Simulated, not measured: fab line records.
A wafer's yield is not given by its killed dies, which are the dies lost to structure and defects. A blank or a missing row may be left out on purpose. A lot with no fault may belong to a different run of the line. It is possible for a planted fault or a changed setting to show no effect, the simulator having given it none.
8D (eight disciplines) problem report, filled in by code | flow berkeley-cmos170 | the parts of the form that need people (team, actions taken, sign-off) are left out

1. THE ISSUE
strip-time-to-endpoint-s at UCB170_V1_STRIP_15 reads a mean of 16.19 s on 2 wafers of 1 lot; wafers without a fault read 15.33 s with a standard deviation of 0.1. That is +8.6 standard deviations from the usual mean.
The step: strips in O2.
Earliest sighting: wafer L653.3 on plasma-asher-04 at day 9 11:56. The record has a number at this step for 39 wafers belonging to 13 lots. By rule, "out" or "out of limits" means more than 4 standard deviations away from the usual mean. All remaining wafers that have a number are taken as sound.

2. WHAT IT IS, WHAT IT ISN'T
question                    | is                       | is not
which readings at this step | strip-time-to-endpoint-s | drypump-motor-current-A
which lots                  | L653                     | L649, L650, L651, L656, L661, L663, L664, L665, L666, L668, L669, L670
which wafers of those lots  | L653.3, L653.5           | L653.4
read on which tools         | plasma-asher-04          | plasma-asher-01, plasma-asher-02
when                        | from day 9 11:56         | up to then (10 sound wafers); but 27 sound wafers of L656, L661, L663, L664, L665, L666, L668, L669, L670 came after

3. SUSPECTS, AND WHAT RULES EACH OUT
Counting: any tool at a process step up to the reading remains a suspect provided it ran every lot that is out. Sound lots after the first of them don't rule it out here, since some wafers of a struck lot are sound.
- litho-track-03 at UCB170_V1_PEB_10: kept. It ran the lot that is out, L653 (day 9 11:20); its last sound lot up to then is L651 (day 8 07:19).
- rie-diel-01 at UCB170_V1_ETCH_14 (etches SiO2 in CHF3/CF4/Ar, stops on Al, target depth 1250 nm, time 291 s): kept. It ran the lot that is out, L653 (day 9 11:43); its last sound lot up to then is L649 (day 8 09:55).
- plasma-asher-04 at UCB170_V1_STRIP_15 (strips in O2): kept. It ran the lot that is out, L653 (day 9 11:56). Its own readings are out on those wafers: strip-time-to-endpoint-s.
- Within rie-diel-01 at UCB170_V1_ETCH_14, the wafers that are out were processed in chamber 1 and their sound lot-mates in chamber 3.
Still standing after the count: litho-track-03 at UCB170_V1_PEB_10, rie-diel-01 at UCB170_V1_ETCH_14, plasma-asher-04 at UCB170_V1_STRIP_15.

4. THE CAUSE (what the simulator had put in)
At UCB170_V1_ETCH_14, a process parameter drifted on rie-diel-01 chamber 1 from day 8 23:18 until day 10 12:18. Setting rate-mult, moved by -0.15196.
Counting left 3 suspects, and this tool is among them.

5. SEQUENCE OF EFFECTS, ordered by route
One row per reading whose mean, taken over the struck wafers that have a number, lies over 3 standard deviations from the usual. Only readings whose record carries a usual standard deviation are examined. hours: median over the lots of the time between each lot's start at the first step of this table that gives one and its start at this step. sigmas: the change, counted in usual standard deviations.
hours | step               | reading                  | usual   | on struck wafers | change | sigmas
0     | UCB170_V1_STRIP_15 | strip-time-to-endpoint-s | 15.33 s | 16.19            | +0.86  | +8.6
It contains these process steps:
- UCB170_V1_STRIP_15: strips in O2.
Later steps that measure or inspect, where all struck wafers having a row at the step show a number for every such reading and not one has moved that far: UCB170_M2_CD_MEAS_15.

6. WHAT WOULD HAVE CAUGHT IT SOONER
In this record the first reading out of limits was taken at day 9 11:56, 13 hours after the fault began at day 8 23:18.
An alarm limit of 4 standard deviations would not have fired on the tool readings at UCB170_V1_ETCH_14 for which the record gives a usual standard deviation, since none of them was out on any struck wafer.
Each of the lots that are out, 1 in all, had begun UCB170_V1_ETCH_14 on rie-diel-01 no later than day 9 11:56. Tool hold at that time: it would have spared none of them.
